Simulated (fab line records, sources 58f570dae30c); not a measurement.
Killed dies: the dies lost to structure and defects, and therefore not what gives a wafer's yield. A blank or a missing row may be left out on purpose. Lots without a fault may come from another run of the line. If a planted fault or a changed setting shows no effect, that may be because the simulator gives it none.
fab line records -- flow berkeley_cmos170
record: lots: 14, wafers: 42, last_day: 12
route steps=331 shown ACTIVE@62 GATE@140
lots that met no fault: taken from a fault-free run of the same line
start_h: start of the lot's first displayed wafer, in hours after the record's first day -- wait_h: hours from the lot's prior step to this one -- " same as the row above -- L1.1+2: a single row standing in for several wafers -- - value missing, or start not given -- * or withheld: withheld -- < > ~ a bound
route shown NAME@n: a module of which the file shows steps, and the number in the route of the first -- usual: average and standard deviation across the fault-free wafers -- same: alike in all rows -- chamber/n: place in a boat -- sites: the reading at each site -- _std_site: standard deviation of those values -- _edge_site: the outer-site mean with the inner-site mean subtracted -- radius_mm: for every site, how far away it sits from the centre of the wafer -- mask NAME#n: copy n -- behind: tool/chamber where the wafer was last shaped -- hold: reason for holding the lot/hours on hold/outcome of the hold -- device: whichever transistor did not switch (one of n, p or np) -- end of line: tests run on the same wafers once the route is complete -- step lacking rows: just its recipe -- killed: at the first sort, the dies lost to defects and structure; wafer yield is something else -- map: the dies of a wafer, with x for killed, . for not killed, _ for no die there
set.NAME: setting as actually run; set.NAME@STEP: the setting as run at that earlier step -- model.NAME: the simulator's own value behind a step, which no gauge read
route steps across a sampled set of lots; one table per step, one row per wafer
services: from which hour (start_h, from the record's first day; less than 0 if before it) a tool's chamber was out of use, for how many hours, and why
== steps ==
step: UCB170_ACTIVE_OXIDATION_02
recipe: temp_c: 1000, ambient: O2, target_thk_a: 264, ox_time_s: 1260
usual: spike_tc_centre_C: 1002.5/1.1
lot.wafer,tool,chamber,start_h,wait_h,spike_tc_centre_C
L226.1,furnace-04,0,88.30,5.2,1003.9
L226.3,furnace-04,0,88.30,5.2,1005.4
L226.4,furnace-04,0,88.30,5.2,1002.6
L227.1,furnace-04,0,88.30,5.2,1002.1
L227.5,furnace-04,0,88.30,5.2,1001.8
L227.6,furnace-04,0,88.30,5.2,1003.1
L229.2,furnace-02,0,96.33,3.6,1001.8
L229.4,furnace-02,0,96.33,3.6,1001.2
L229.5,furnace-02,0,96.33,3.6,1001.4
L230.2,furnace-02,0,96.33,3.6,1002.3
L230.3,furnace-02,0,96.33,3.6,1002.7
L230.4,furnace-02,0,96.33,3.6,1004.7
L233.1,furnace-01,0,117.14,3.8,1000.8
L233.2,furnace-01,0,117.14,3.8,1003.3
L233.5,furnace-01,0,117.14,3.8,1002.8
L232.3,furnace-04,0,121.08,3.5,1003.4
L232.4,furnace-04,0,121.08,3.5,1001.5
L232.5,furnace-04,0,121.08,3.5,1001.6
L240.1,furnace-04,0,143.22,4.7,1001.1
L240.3,furnace-04,0,143.22,4.7,1001.7
L240.4,furnace-04,0,143.22,4.7,1000.4
L238.1,furnace-01,0,148.62,3.9,1002.4
L238.3,furnace-01,0,148.62,3.9,1004.4
L238.4,furnace-01,0,148.62,3.9,1001.1
L239.1,furnace-01,0,148.62,3.9,1001.7
L239.3,furnace-01,0,148.62,3.9,1001.6
L239.4,furnace-01,0,148.62,3.9,1003.0
L242.1,furnace-04,0,160.85,4.3,1003.3
L242.3,furnace-04,0,160.85,4.3,1003.0
L242.4,furnace-04,0,160.85,4.3,1002.0
L244.1,furnace-04,0,174.40,7.8,1004.2
L244.4,furnace-04,0,174.40,7.8,1003.4
L244.5,furnace-04,0,174.40,7.8,1000.5
L243.1,furnace-02,0,181.56,6.9,1000.5
L243.5,furnace-02,0,181.56,6.9,1003.2
L243.6,furnace-02,0,181.56,6.9,1001.9
L245.1,furnace-02,0,181.56,6.9,1003.2
L245.4,furnace-02,0,181.56,6.9,1004.7
L245.6,furnace-02,0,181.56,6.9,1001.9
L246.1,furnace-02,0,181.56,6.9,1003.1
L246.2,furnace-02,0,181.56,6.9,1002.2
L246.5,furnace-02,0,181.56,6.9,1001.7
step: UCB170_ACTIVE_THK_MEAS_03
recipe: reads: SiO2_of_ACTIVE_OXIDATION_02
usual: ACTIVE_OXIDE_THK: 26.4/0.48
lot.wafer,tool,chamber,start_h,wait_h,ACTIVE_OXIDE_THK[nm]
L226.1,film_metro-01,-,89.65,0.0,26.4
L226.3,film_metro-01,-,89.65,0.0,26.6
L226.4,film_metro-01,-,89.65,0.0,26.4
L227.1,film_metro-04,-,89.71,0.1,27.1
L227.5,film_metro-04,-,89.71,0.1,26.8
L227.6,film_metro-04,-,89.71,0.1,26.3
L230.2,film_metro-03,-,97.69,0.0,26.6
L230.3,film_metro-03,-,97.69,0.0,26.6
L230.4,film_metro-03,-,97.69,0.0,26.4
L229.2,film_metro-01,-,97.73,0.1,26.4
L229.4,film_metro-01,-,97.73,0.1,27.1
L229.5,film_metro-01,-,97.73,0.1,27.0
L233.1,film_metro-03,-,118.49,0.0,26.4
L233.2,film_metro-03,-,118.49,0.0,26.5
L233.5,film_metro-03,-,118.49,0.0,26.9
L232.3,film_metro-04,-,122.47,0.0,25.7
L232.4,film_metro-04,-,122.47,0.0,26.2
L232.5,film_metro-04,-,122.47,0.0,26.0
L240.1,film_metro-04,-,144.57,0.0,26.7
L240.3,film_metro-04,-,144.57,0.0,26.8
L240.4,film_metro-04,-,144.57,0.0,26.5
L238.1,film_metro-01,-,149.97,0.0,32.4
L238.3,film_metro-01,-,149.97,0.0,32.9
L238.4,film_metro-01,-,149.97,0.0,33.1
L239.1,film_metro-04,-,150.03,0.1,32.4
L239.3,film_metro-04,-,150.03,0.1,32.2
L239.4,film_metro-04,-,150.03,0.1,32.1
L242.1,film_metro-01,-,162.20,0.0,27.1
L242.3,film_metro-01,-,162.20,0.0,27.1
L242.4,film_metro-01,-,162.20,0.0,26.7
L244.1,film_metro-03,-,175.75,0.0,26.8
L244.4,film_metro-03,-,175.75,0.0,26.5
L244.5,film_metro-03,-,175.75,0.0,26.7
L243.1,film_metro-04,-,182.91,0.0,26.9
L243.5,film_metro-04,-,182.91,0.0,27.1
L243.6,film_metro-04,-,182.91,0.0,27.3
L245.1,film_metro-03,-,182.91,0.0,27.0
L245.4,film_metro-03,-,182.91,0.0,26.8
L245.6,film_metro-03,-,182.91,0.0,27.1
L246.1,film_metro-01,-,182.91,0.0,26.5
L246.2,film_metro-01,-,182.91,0.0,26.4
L246.5,film_metro-01,-,182.91,0.0,26.6
step: UCB170_ACTIVE_OVL_MEAS_14
usual: ACTIVE_OVL: -4/6.5
lot.wafer,tool,chamber,start_h,wait_h,ACTIVE_OVL[nm]
L226.1,overlay-01,-,97.36,0.1,3
L226.3,overlay-01,-,97.36,0.1,7
L226.4,overlay-01,-,97.36,0.1,-7
L227.1,overlay-01,-,98.44,0.1,2
L227.5,overlay-01,-,98.44,0.1,-3
L227.6,overlay-01,-,98.44,0.1,-6
L230.2,overlay-02,-,103.24,0.1,-16
L230.3,overlay-02,-,103.24,0.1,-10
L230.4,overlay-02,-,103.24,0.1,-14
L229.2,overlay-02,-,103.77,0.1,-12
L229.4,overlay-02,-,103.77,0.1,-12
L229.5,overlay-02,-,103.77,0.1,-12
L233.1,overlay-01,-,127.61,0.1,-9
L233.2,overlay-01,-,127.61,0.1,-8
L233.5,overlay-01,-,127.61,0.1,-14
L232.3,overlay-02,-,128.63,0.1,-1
L232.4,overlay-02,-,128.63,0.1,-6
L232.5,overlay-02,-,128.63,0.1,-5
L240.1,overlay-02,-,152.48,0.1,2
L240.3,overlay-02,-,152.48,0.1,4
L240.4,overlay-02,-,152.48,0.1,-6
L238.1,overlay-02,-,158.23,0.1,-7
L238.3,overlay-02,-,158.23,0.1,-13
L238.4,overlay-02,-,158.23,0.1,-4
L239.1,overlay-02,-,158.41,0.1,-1
L239.3,overlay-02,-,158.41,0.1,-7
L239.4,overlay-02,-,158.41,0.1,-14
L242.1,overlay-02,-,174.96,0.1,-7
L242.3,overlay-02,-,174.96,0.1,-2
L242.4,overlay-02,-,174.96,0.1,0
L244.1,overlay-02,-,187.36,0.1,10
L244.4,overlay-02,-,187.36,0.1,-8
L244.5,overlay-02,-,187.36,0.1,3
L243.1,overlay-01,-,193.72,0.1,-12
L243.5,overlay-01,-,193.72,0.1,-7
L243.6,overlay-01,-,193.72,0.1,-15
L246.1,overlay-02,-,193.89,0.1,-9
L246.2,overlay-02,-,193.89,0.1,-1
L246.5,overlay-02,-,193.89,0.1,0
L245.1,overlay-01,-,193.92,0.1,5
L245.4,overlay-01,-,193.92,0.1,-4
L245.6,overlay-01,-,193.92,0.1,-6
step: UCB170_ACTIVE_ETCH_15
recipe: chemistry: CH3F/Ar/O2, target: Si3N4, stop_on: SiO2, CH3F_flow_sccm: 20, Ar_flow_sccm: 50, O2_flow_sccm: 7, pressure_mtorr: 50, rf_w: 450, target_depth_a: 2420, over_etch_frac: 0.1, time_s: 151
usual: chamber_pressure_mTorr: 50.00/0.043, drypump_motor_current_A: 5.6/0.55, oes_product_au: 0.944/0.014, throttle_valve_pct: 8.06/0.13
lot.wafer,tool,chamber,start_h,wait_h,chamber_pressure_mTorr,drypump_motor_current_A,oes_product_au,rf_hours_counter_h,throttle_valve_pct
L226.1,rie_diel-02,3,97.40,0.0,50.03,5.1,0.957,7,8.14
L226.3,rie_diel-02,2,97.40,0.0,49.94,5.7,0.940,2,8.27
L226.4,rie_diel-02,2,97.40,0.0,50.00,5.8,0.938,-,8.29
L227.1,rie_diel-01,3,98.48,0.0,49.95,5.1,0.956,51,8.18
L227.5,rie_diel-01,1,98.48,0.0,50.07,4.9,0.950,-,7.86
L227.6,rie_diel-01,0,98.48,0.0,50.00,6.4,0.921,-,7.92
L230.2,rie_diel-01,2,103.27,0.0,50.02,5.6,0.943,12,8.07
L230.3,rie_diel-01,1,103.27,0.0,50.00,4.8,0.950,150,7.88
L230.4,rie_diel-01,3,103.27,0.0,49.93,5.1,0.948,51,8.17
L229.2,rie_diel-04,3,103.80,0.0,49.96,5.5,0.945,87,7.88
L229.4,rie_diel-04,2,103.80,0.0,49.93,5.3,0.930,119,8.25
L229.5,rie_diel-04,2,103.80,0.0,50.00,5.3,0.929,-,8.27
L233.1,rie_diel-01,1,127.65,0.0,49.97,4.9,0.960,151,7.89
L233.2,rie_diel-01,2,127.65,0.0,49.96,5.6,0.936,14,8.04
L233.5,rie_diel-01,2,127.65,0.0,50.07,5.6,0.934,-,8.05
L232.3,rie_diel-01,2,128.65,0.0,50.00,5.6,0.937,14,8.05
L232.4,rie_diel-01,0,128.65,0.0,50.05,6.4,0.918,138,7.92
L232.5,rie_diel-01,0,128.65,0.0,50.00,6.4,0.919,-,7.93
L240.1,rie_diel-04,0,152.52,0.0,49.99,5.1,0.955,14,8.12
L240.3,rie_diel-04,3,152.52,0.0,49.98,5.5,0.949,89,7.86
L240.4,rie_diel-04,3,152.52,0.0,49.96,5.5,0.962,-,7.88
L238.1,rie_diel-04,1,158.27,0.0,49.98,6.6,0.937,58,8.02
L238.3,rie_diel-04,0,158.27,0.0,50.09,5.1,0.955,14,8.11
L238.4,rie_diel-04,0,158.27,0.0,49.97,5.1,0.963,-,8.12
L239.1,rie_diel-01,0,158.45,0.0,50.02,6.4,0.903,139,7.92
L239.3,rie_diel-01,3,158.45,0.0,50.01,5.1,0.940,55,8.20
L239.4,rie_diel-01,1,158.45,0.0,49.97,4.9,0.948,153,7.88
L242.1,rie_diel-04,1,175.00,0.0,50.10,6.6,0.944,59,8.00
L242.3,rie_diel-04,3,175.00,0.0,49.96,5.5,0.948,90,7.88
L242.4,rie_diel-04,2,175.00,0.0,49.99,5.3,0.935,121,8.25
L244.1,rie_diel-01,2,187.39,0.0,50.00,5.6,0.918,18,8.05
L244.4,rie_diel-01,0,187.39,0.0,50.02,6.4,0.916,141,7.92
L244.5,rie_diel-01,0,187.39,0.0,50.03,6.4,0.909,-,7.92
L243.1,rie_diel-01,2,193.76,0.0,49.98,5.6,0.945,18,8.05
L243.5,rie_diel-01,0,193.76,0.0,50.03,6.4,0.919,-,7.92
L243.6,rie_diel-01,3,193.76,0.0,50.05,5.1,0.962,-,8.19
L246.1,rie_diel-02,0,193.93,0.0,50.00,5.3,0.945,10,7.97
L246.2,rie_diel-02,1,193.93,0.0,49.92,5.8,0.941,92,8.18
L246.5,rie_diel-02,3,193.93,0.0,49.97,5.1,0.967,-,8.12
L245.1,rie_diel-04,0,193.96,0.0,50.00,5.1,0.946,16,8.12
L245.4,rie_diel-04,3,193.96,0.0,49.97,5.5,0.940,91,7.88
L245.6,rie_diel-04,2,193.96,0.0,50.01,5.3,0.927,-,8.25
step: UCB170_GATE_ETCH_14
recipe: chemistry: N2/H2, target_depth_a: withheld, overetch_a: withheld, target: BARC, time_s: withheld, source_w: 500, bias_w: 100, pressure_mtorr: 30, n2_flow_sccm: 100, h2_flow_sccm: 200
usual: chamber_pressure_mTorr: 29.996/0.027, drypump_motor_current_A: 5.7/0.59, oes_product_au: 1.007/0.018, throttle_valve_pct: 13.26/0.21
lot.wafer,tool,chamber,start_h,wait_h,chamber_pressure_mTorr,drypump_motor_current_A,oes_product_au,throttle_valve_pct
L226.1,rie_diel-04,1,149.44,0.0,29.977,6.7,1.000,13.24
L226.3,rie_diel-04,3,149.44,0.0,29.964,5.5,1.003,13.10
L226.4,rie_diel-04,1,149.44,0.0,29.985,6.7,1.001,13.24
L227.1,rie_diel-03,1,149.68,0.0,29.961,5.2,1.030,13.58
L227.5,rie_diel-03,0,149.68,0.0,29.986,6.6,1.016,13.19
L227.6,rie_diel-03,1,149.68,0.0,30.037,5.2,1.029,13.59
L230.2,rie_diel-03,2,155.31,0.0,29.971,6.2,1.011,13.50
L230.3,rie_diel-03,3,155.31,0.0,30.010,5.7,0.994,12.89
L230.4,rie_diel-03,0,155.31,0.0,30.023,6.6,1.016,13.21
L229.2,rie_diel-03,3,156.07,0.0,30.010,5.7,0.991,12.90
L229.4,rie_diel-03,0,156.07,0.0,30.033,6.6,1.029,13.18
L229.5,rie_diel-03,2,156.07,0.0,30.052,6.2,1.012,13.48
L233.1,rie_diel-04,1,190.58,0.0,30.000,6.7,1.001,13.24
L233.2,rie_diel-04,3,190.58,0.0,29.999,5.5,0.979,13.10
L233.5,rie_diel-04,0,190.58,0.0,30.006,5.1,1.028,13.43
L232.3,rie_diel-03,2,190.78,0.0,29.987,6.2,1.003,13.48
L232.4,rie_diel-03,0,190.78,0.0,29.966,6.6,1.012,13.18
L232.5,rie_diel-03,3,190.78,0.0,30.008,5.7,0.996,12.89
L240.1,rie_diel-03,2,215.71,0.0,30.031,6.2,0.997,13.49
L240.3,rie_diel-03,1,215.71,0.0,29.991,5.2,1.033,13.58
L240.4,rie_diel-03,3,215.71,0.0,30.011,5.6,0.991,12.91
L238.1,rie_diel-03,3,221.52,0.0,29.990,5.6,1.009,12.90
L238.3,rie_diel-03,0,221.52,0.0,30.031,6.6,1.029,13.19
L238.4,rie_diel-03,2,221.52,0.0,30.003,6.2,1.014,13.45
L239.1,rie_diel-04,1,221.64,0.0,30.031,6.6,1.007,13.23
L239.3,rie_diel-04,0,221.64,0.0,30.021,5.1,1.026,13.45
L239.4,rie_diel-04,3,221.64,0.0,29.984,5.5,0.998,13.08
L242.1,rie_diel-01,1,235.12,0.0,29.986,4.9,1.020,13.05
L242.3,rie_diel-01,2,235.12,0.0,30.005,5.6,0.976,13.16
L242.4,rie_diel-01,3,235.12,0.0,29.956,5.1,1.022,13.42
L244.1,rie_diel-01,0,247.53,0.0,29.968,6.4,1.006,13.15
L244.4,rie_diel-01,3,247.53,0.0,29.939,5.1,1.017,13.40
L244.5,rie_diel-01,2,247.53,0.0,29.977,5.6,0.979,13.17
L245.1,rie_diel-03,3,247.81,0.0,30.057,5.7,0.996,12.91
L245.4,rie_diel-03,1,247.81,0.0,30.014,5.2,1.033,13.59
L245.6,rie_diel-03,2,247.81,0.0,29.949,6.2,1.011,13.48
L243.1,rie_diel-01,0,247.98,0.0,29.980,6.4,1.008,13.15
L243.5,rie_diel-01,2,247.98,0.0,29.985,5.6,0.966,13.15
L243.6,rie_diel-01,1,247.98,0.0,29.994,4.9,1.011,13.03
L246.1,rie_diel-04,3,248.10,0.0,30.009,5.5,0.991,13.10
L246.2,rie_diel-04,2,248.10,0.0,29.975,5.3,0.953,13.68
L246.5,rie_diel-04,0,248.10,0.0,29.989,5.1,1.017,13.45
== services ==
tool,chamber,start_h,hours,kind
rie_diel-02,1,65.10,34.9,repair
rie_diel-04,3,69.13,9.5,repair
furnace-04,-,72.32,5.7,pm
rie_diel-01,0,73.96,7.8,repair
furnace-02,-,74.73,9.5,pm
furnace-04,-,78.05,3.4,pm
rie_diel-02,-,80.04,1.2,repair
furnace-02,-,84.27,3.2,pm
rie_diel-04,3,85.34,10.5,repair
rie_diel-01,0,104.42,2.1,repair
rie_diel-03,2,115.08,1.6,repair
rie_diel-03,1,135.08,8.2,repair
rie_diel-04,2,145.12,15.6,repair
rie_diel-02,1,152.02,4.0,repair
furnace-01,-,160.47,17.0,pm
rie_diel-01,1,164.80,-,clean
rie_diel-01,1,164.80,21.1,scheduled_down
rie_diel-01,1,164.80,21.1,vent_cycle
rie_diel-02,-,173.19,14.6,pm
rie_diel-04,2,198.68,5.7,repair
rie_diel-01,0,223.88,-,clean
rie_diel-01,0,223.88,16.2,scheduled_down
rie_diel-01,0,223.88,16.2,vent_cycle
furnace-04,-,241.21,3.4,pm
== key ==
first_sign: step: UCB170_ACTIVE_THK_MEAS_03, reading: ACTIVE_OXIDE_THK, direction: up, sigmas: 13, usual: 26.4, struck: 32.5
effect none on later readings
met_at UCB170_ACTIVE_OXIDATION_02
struck_lots L238,L239
tester_left_out L238,L239
not_acting_at UCB170_ACTIVE_OVL_MEAS_14,UCB170_ACTIVE_ETCH_15,UCB170_GATE_ETCH_14
onset_between 117.14 148.62
fault: kind: process_parameter_drift, tool: furnace-01, chamber: -, onset_h: 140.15, steps: UCB170_ACTIVE_OXIDATION_02, channel: ox_time_s, offset: *, shape: step, end_h: 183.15, acts_in: *, stated: *
tester_left_out: of these lots the tester's yield and bins aren't shown, on N5 and GAA mostly nor the transistor test; their killed dies are dies lost to structure and defects alone, not to doping, threshold or leakage, so they don't give the yield
